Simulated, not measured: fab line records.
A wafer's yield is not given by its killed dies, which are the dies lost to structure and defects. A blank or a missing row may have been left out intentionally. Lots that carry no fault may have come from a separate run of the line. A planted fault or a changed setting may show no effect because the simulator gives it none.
Which tool is to blame? / flow berkeley_cmos170 / Sampling: 14 lots, 42 wafers, 4 of 331 route steps

## WHAT EACH GAUGE READ, for each wafer
UCB170_V2_THK_MEAS_01.
lot=L106; measured=day 9 22:25; on=film_metro-03; V2_TEOS_THK (nm)=1970 2014 1976
lot=L107; measured=day 9 23:48; on=film_metro-02; V2_TEOS_THK (nm)=1998 2011 2030
lot=L105; measured=day 10 01:07; on=film_metro-02; V2_TEOS_THK (nm)=1987 1998 2012
lot=L108; measured=day 10 01:27; on=film_metro-03; V2_TEOS_THK (nm)=1990 1993 2014
lot=L109; measured=day 10 13:58; on=film_metro-03; V2_TEOS_THK (nm)=1993 2008 2014
lot=L110; measured=day 10 18:02; on=film_metro-03; V2_TEOS_THK (nm)=1967 2017 2003
lot=L111; measured=day 10 18:59; on=film_metro-03; V2_TEOS_THK (nm)=2029 2015 2038
lot=L112; measured=day 10 18:07; on=film_metro-02; V2_TEOS_THK (nm)=1999 2023 2038
lot=L114; measured=day 11 01:50; on=film_metro-02; V2_TEOS_THK (nm)=2005 2013 2052
lot=L115; measured=day 11 03:23; on=film_metro-02; V2_TEOS_THK (nm)=1950 1955 2026
lot=L120; measured=day 11 22:14; on=film_metro-03; V2_TEOS_THK (nm)=1967 2037 2007
lot=L123; measured=day 12 20:27; on=film_metro-04; V2_TEOS_THK (nm)=1999 1978 2023
lot=L122; measured=day 12 22:02; on=film_metro-03; V2_TEOS_THK (nm)=2015 2026 2018
lot=L125; measured=day 13 03:42; on=film_metro-02; V2_TEOS_THK (nm)=1994 2011 2024

## WHAT TOOL EACH LOT RAN ON (gives the tool, then ch and the chambers of the sampled wafers, and finally the start)
lot=L106; UCB170_SPACER_CVD_00=pecvd-02 ch 0,1, day 8 08:30; UCB170_M1_METAL_ETCH_12=rie_metal-03 ch 0,1, day 9 12:11; UCB170_V1_SOFTBAKE_08=litho_track-01 ch 0, day 9 17:16
lot=L107; UCB170_SPACER_CVD_00=pecvd-02 ch 0,1,2, day 8 09:29; UCB170_M1_METAL_ETCH_12=rie_metal-01 ch 1, day 9 14:44; UCB170_V1_SOFTBAKE_08=litho_track-03 ch 0, day 9 19:10
lot=L105; UCB170_SPACER_CVD_00=pecvd-01 ch 0,1,2, day 8 09:54; UCB170_M1_METAL_ETCH_12=rie_metal-03 ch 0,1, day 9 15:06; UCB170_V1_SOFTBAKE_08=litho_track-01 ch 0, day 9 20:17
lot=L108; UCB170_SPACER_CVD_00=pecvd-04 ch 1,2, day 8 09:54; UCB170_M1_METAL_ETCH_12=rie_metal-04 ch 0,1, day 9 15:13; UCB170_V1_SOFTBAKE_08=litho_track-01 ch 0, day 9 20:44
lot=L109; UCB170_SPACER_CVD_00=pecvd-04 ch 0,1, day 9 05:14; UCB170_M1_METAL_ETCH_12=rie_metal-04 ch 0,1, day 10 04:56; UCB170_V1_SOFTBAKE_08=litho_track-03 ch 0, day 10 08:31
lot=L110; UCB170_SPACER_CVD_00=pecvd-02 ch 0,1,2, day 9 05:14; UCB170_M1_METAL_ETCH_12=rie_metal-03 ch 0,1, day 10 05:13; UCB170_V1_SOFTBAKE_08=litho_track-03 ch 0, day 10 11:44
lot=L111; UCB170_SPACER_CVD_00=pecvd-01 ch 0,1,2, day 9 05:15; UCB170_M1_METAL_ETCH_12=rie_metal-01 ch 0,1, day 10 05:13; UCB170_V1_SOFTBAKE_08=litho_track-03 ch 0, day 10 12:14
lot=L112; UCB170_SPACER_CVD_00=pecvd-04 ch 0,2, day 9 12:39; UCB170_M1_METAL_ETCH_12=rie_metal-04 ch 0,1, day 10 07:20; UCB170_V1_SOFTBAKE_08=litho_track-02 ch 0, day 10 11:58
lot=L114; UCB170_SPACER_CVD_00=pecvd-02 ch 0,1,2, day 9 18:41; UCB170_M1_METAL_ETCH_12=rie_metal-04 ch 0,1, day 10 17:02; UCB170_V1_SOFTBAKE_08=litho_track-01 ch 0, day 10 20:02
lot=L115; UCB170_SPACER_CVD_00=pecvd-01 ch 0,1, day 9 18:41; UCB170_M1_METAL_ETCH_12=rie_metal-03 ch 0,1, day 10 17:07; UCB170_V1_SOFTBAKE_08=litho_track-01 ch 0, day 10 21:47
lot=L120; UCB170_SPACER_CVD_00=pecvd-02 ch 0,1,2, day 10 16:07; UCB170_M1_METAL_ETCH_12=rie_metal-04 ch 0,1, day 11 11:47; UCB170_V1_SOFTBAKE_08=litho_track-01 ch 0, day 11 17:38
lot=L123; UCB170_SPACER_CVD_00=pecvd-04 ch 0,2, day 11 14:47; UCB170_M1_METAL_ETCH_12=rie_metal-01 ch 0,1, day 12 13:21; UCB170_V1_SOFTBAKE_08=litho_track-03 ch 0, day 12 16:14
lot=L122; UCB170_SPACER_CVD_00=pecvd-01 ch 0,1, day 11 15:07; UCB170_M1_METAL_ETCH_12=rie_metal-04 ch 0,1, day 12 13:51; UCB170_V1_SOFTBAKE_08=litho_track-03 ch 0, day 12 17:41
lot=L125; UCB170_SPACER_CVD_00=pecvd-01 ch 0,1, day 11 23:25; UCB170_M1_METAL_ETCH_12=rie_metal-01 ch 0,1, day 12 20:43; UCB170_V1_SOFTBAKE_08=litho_track-02 ch 0, day 12 23:43
- UCB170_SPACER_CVD_00: deposits SiO2 from TEOS/O2, target thk 376 nm, time 47 s.
- UCB170_M1_METAL_ETCH_12: etches Al in Cl2/BCl3, stops on PSG, target depth 780 nm, time 130 s.
- UCB170_V1_SOFTBAKE_08: time 60 s.

## WHAT THE TOOLS THEMSELVES READ (means of the sampled wafers that have a number; where no wafer has one, the mark that the record gives instead)
UCB170_SPACER_CVD_00.
lot=L106; tool=pecvd-02; heater_power_w (W)=274
lot=L107; tool=pecvd-02; heater_power_w (W)=302
lot=L105; tool=pecvd-01; heater_power_w (W)=231
lot=L108; tool=pecvd-04; heater_power_w (W)=258
lot=L109; tool=pecvd-04; heater_power_w (W)=258
lot=L110; tool=pecvd-02; heater_power_w (W)=283
lot=L111; tool=pecvd-01; heater_power_w (W)=230
lot=L112; tool=pecvd-04; heater_power_w (W)=350
lot=L114; tool=pecvd-02; heater_power_w (W)=293
lot=L115; tool=pecvd-01; heater_power_w (W)=219
lot=L120; tool=pecvd-02; heater_power_w (W)=259
lot=L123; tool=pecvd-04; heater_power_w (W)=287
lot=L122; tool=pecvd-01; heater_power_w (W)=231
lot=L125; tool=pecvd-01; heater_power_w (W)=225

UCB170_M1_METAL_ETCH_12.
lot=L106; tool=rie_metal-03; drypump_motor_current_A (A)=5.2; he_backside_leak_sccm (sccm)=3.36; oes_product_au (a.u.)=0.840; throttle_valve_pct (%)=24.33
lot=L107; tool=rie_metal-01; drypump_motor_current_A (A)=5.4; he_backside_leak_sccm (sccm)=3.17; oes_product_au (a.u.)=0.869; throttle_valve_pct (%)=24.33
lot=L105; tool=rie_metal-03; drypump_motor_current_A (A)=5.2; he_backside_leak_sccm (sccm)=3.19; oes_product_au (a.u.)=0.839; throttle_valve_pct (%)=24.32
lot=L108; tool=rie_metal-04; drypump_motor_current_A (A)=6.1; he_backside_leak_sccm (sccm)=3.46; oes_product_au (a.u.)=0.844; throttle_valve_pct (%)=24.27
lot=L109; tool=rie_metal-04; drypump_motor_current_A (A)=6.1; he_backside_leak_sccm (sccm)=3.29; oes_product_au (a.u.)=0.845; throttle_valve_pct (%)=24.27
lot=L110; tool=rie_metal-03; drypump_motor_current_A (A)=5.2; he_backside_leak_sccm (sccm)=3.12; oes_product_au (a.u.)=0.841; throttle_valve_pct (%)=24.32
lot=L111; tool=rie_metal-01; drypump_motor_current_A (A)=5.5; he_backside_leak_sccm (sccm)=3.11; oes_product_au (a.u.)=0.861; throttle_valve_pct (%)=24.47
lot=L112; tool=rie_metal-04; drypump_motor_current_A (A)=6.2; he_backside_leak_sccm (sccm)=3.39; oes_product_au (a.u.)=0.852; throttle_valve_pct (%)=24.25
lot=L114; tool=rie_metal-04; drypump_motor_current_A (A)=6.1; he_backside_leak_sccm (sccm)=3.31; oes_product_au (a.u.)=0.861; throttle_valve_pct (%)=24.19
lot=L115; tool=rie_metal-03; drypump_motor_current_A (A)=5.3; he_backside_leak_sccm (sccm)=3.21; oes_product_au (a.u.)=0.837; throttle_valve_pct (%)=24.39
lot=L120; tool=rie_metal-04; drypump_motor_current_A (A)=6.1; he_backside_leak_sccm (sccm)=3.38; oes_product_au (a.u.)=0.844; throttle_valve_pct (%)=24.28
lot=L123; tool=rie_metal-01; drypump_motor_current_A (A)=5.4; he_backside_leak_sccm (sccm)=3.04; oes_product_au (a.u.)=0.872; throttle_valve_pct (%)=24.39
lot=L122; tool=rie_metal-04; drypump_motor_current_A (A)=6.1; he_backside_leak_sccm (sccm)=3.31; oes_product_au (a.u.)=0.866; throttle_valve_pct (%)=24.20
lot=L125; tool=rie_metal-01; drypump_motor_current_A (A)=5.4; he_backside_leak_sccm (sccm)=3.06; oes_product_au (a.u.)=0.867; throttle_valve_pct (%)=24.40

UCB170_V1_SOFTBAKE_08.
lot=L106; tool=litho_track-01; run_length_s (s)=89.16
lot=L107; tool=litho_track-03; run_length_s (s)=89.51
lot=L105; tool=litho_track-01; run_length_s (s)=89.25
lot=L108; tool=litho_track-01; run_length_s (s)=89.18
lot=L109; tool=litho_track-03; run_length_s (s)=89.50
lot=L110; tool=litho_track-03; run_length_s (s)=89.48
lot=L111; tool=litho_track-03; run_length_s (s)=89.38
lot=L112; tool=litho_track-02; run_length_s (s)=89.37
lot=L114; tool=litho_track-01; run_length_s (s)=89.03
lot=L115; tool=litho_track-01; run_length_s (s)=95.02
lot=L120; tool=litho_track-01; run_length_s (s)=95.01
lot=L123; tool=litho_track-03; run_length_s (s)=89.41
lot=L122; tool=litho_track-03; run_length_s (s)=89.37
lot=L125; tool=litho_track-02; run_length_s (s)=89.34

## THE ANSWER, worked out from the rows above alone
Rule: usual is defined by the lots themselves. The widest of any qualifying gaps counts: lots, ordered by their means at a reading, are off when they make up no more than a third of the lots, leave a main group of 4 or more, and stand apart from it by 3 or more times the standard deviation of that group's means. If all means in a main group match to the digits the tables above print for the reading, that group is not used. Also off: a lot with no number at a reading for which 4 or more lots have one. Where the step has rows for the other lots, those lots are counted as sound. Order of review: gauges by route order, followed by the tools' own readings, for which a lot's mean as printed above is used. The first step at which some lot is off is used, and at that step the reading that is off furthest; a lot without a number counts as furthest.
Off: L115, L120, at UCB170_V1_SOFTBAKE_08 (run_length_s). The main group has a mean of 89.33 s with a standard deviation of 0.14.
A tool fits if, at that step or a process step before it, it ran every lot that is off, and no sound lot after the first of them. One fits: UCB170_V1_SOFTBAKE_08 on litho_track-01. A fault onset in the window from L114 (day 10 20:02, its last sound lot) to L115 (day 10 21:47, its first lot off) fits.
The tool's own readings at UCB170_V1_SOFTBAKE_08 bear it out: on the lots that are off they differ by more than 5 times the standard deviation of the sound lots' means. run_length_s reads 95.02 s there against 89.33 s on the sound lots.

## WHAT THE SIMULATOR HAD INSERTED
Drift in process parameters on litho_track-01 at UCB170_V1_SOFTBAKE_08, starting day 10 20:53. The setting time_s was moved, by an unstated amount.
Struck lots among those shown: L115, L120. Same finding as the rule above.
